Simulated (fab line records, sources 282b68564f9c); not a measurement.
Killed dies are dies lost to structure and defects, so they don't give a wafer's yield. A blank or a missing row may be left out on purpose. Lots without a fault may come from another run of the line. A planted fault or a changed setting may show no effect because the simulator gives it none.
Problem report in the 8D (eight disciplines) form, filled by code | flow rit_cmos | the parts of the form that need people (team, actions taken, sign-off) are left out

1. THE PROBLEM
SILICIDE_TI_THK at RIT_SILICIDE_THK_MEAS_03 reads a mean of 31.6 nm on 2 wafers of 2 lots; wafers without a fault read 29.8 nm with a standard deviation of 0.42. That is +4.3 standard deviations from the usual mean.
The step: measures by xrf.
First seen on wafer L181.3, day 6 07:11, on film_metro-02. The record holds 42 wafers of 14 lots with a number at this step. Rule for "out", or "out of limits": more than 4 standard deviations from the usual mean. The other wafers with a number count as sound.

2. WHAT IT IS AND WHAT IT IS NOT
question                    | is               | is not
which readings at this step | SILICIDE_TI_THK  | -
which lots                  | L181, L183       | L166, L167, L168, L169, L170, L171, L172, L173, L174, L177, L180, L188
which wafers of those lots  | L181.3, L183.6   | L181.1, L181.5, L183.4, L183.5
read on which gauges        | film_metro-02    | film_metro-01, film_metro-04
when                        | from day 6 07:11 | up to then (35 sound wafers); but 5 sound wafers of L183, L188 came after

3. SUSPECTS, AND WHAT RULES EACH OUT
Counting: a tool at a process step up to the reading stays a suspect if it ran every lot that is out. Sound lots after the first of them don't rule it out here, since some wafers of a struck lot are sound.
- the gauge at RIT_SILICIDE_THK_MEAS_03: kept. All the wafers that are out were read on film_metro-02, and no step on other tools shows them out.
- pvd_sputter-01 at RIT_SILICIDE_SPUTTER_01 (material Ti, target thk 30 nm, time 240 s): kept. It ran every lot that is out, first L181 (day 6 06:55); its last sound lot up to then is L177 (day 5 10:41).
Left after counting: pvd_sputter-01 at RIT_SILICIDE_SPUTTER_01, film_metro-02 at RIT_SILICIDE_THK_MEAS_03.

4. THE CAUSE (what the simulator had put in)
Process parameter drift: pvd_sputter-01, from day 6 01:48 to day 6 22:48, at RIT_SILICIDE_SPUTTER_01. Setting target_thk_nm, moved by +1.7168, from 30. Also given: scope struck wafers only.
Counting left 2 suspects, and this tool is among them.

5. THE CHAIN OF EFFECTS, in route order
Each row: a reading whose mean over the struck wafers that have a number lies more than 3 standard deviations from the usual. Only readings for which the record gives a usual standard deviation are gone through. hours: the time from each lot's start at the first step in this table that gives one to its start at this step, as a median over the lots. sigmas: the change in usual standard deviations.
hours | step                     | reading         | usual       | on struck wafers | change | sigmas
0     | RIT_SILICIDE_RS_MEAS_02  | SILICIDE_TI_RS  | 47.9 ohm/sq | 45.0             | -2.9   | -3.7
0     | RIT_SILICIDE_THK_MEAS_03 | SILICIDE_TI_THK | 29.8 nm     | 31.6             | +1.8   | +4.3

6. WHAT WOULD HAVE CAUGHT IT SOONER
In this record the first reading out of limits at a measuring or inspecting step was taken at day 6 07:11, 5 hours after the fault began at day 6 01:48.
Of the tool readings at RIT_SILICIDE_SPUTTER_01 for which the record gives a usual standard deviation, none was out on any struck wafer, so an alarm limit of 4 standard deviations on them would not have fired.
Of the lots that are out (2), L183 began RIT_SILICIDE_SPUTTER_01 on pvd_sputter-01 after day 6 07:11. A hold on the tool at that time would have spared it.
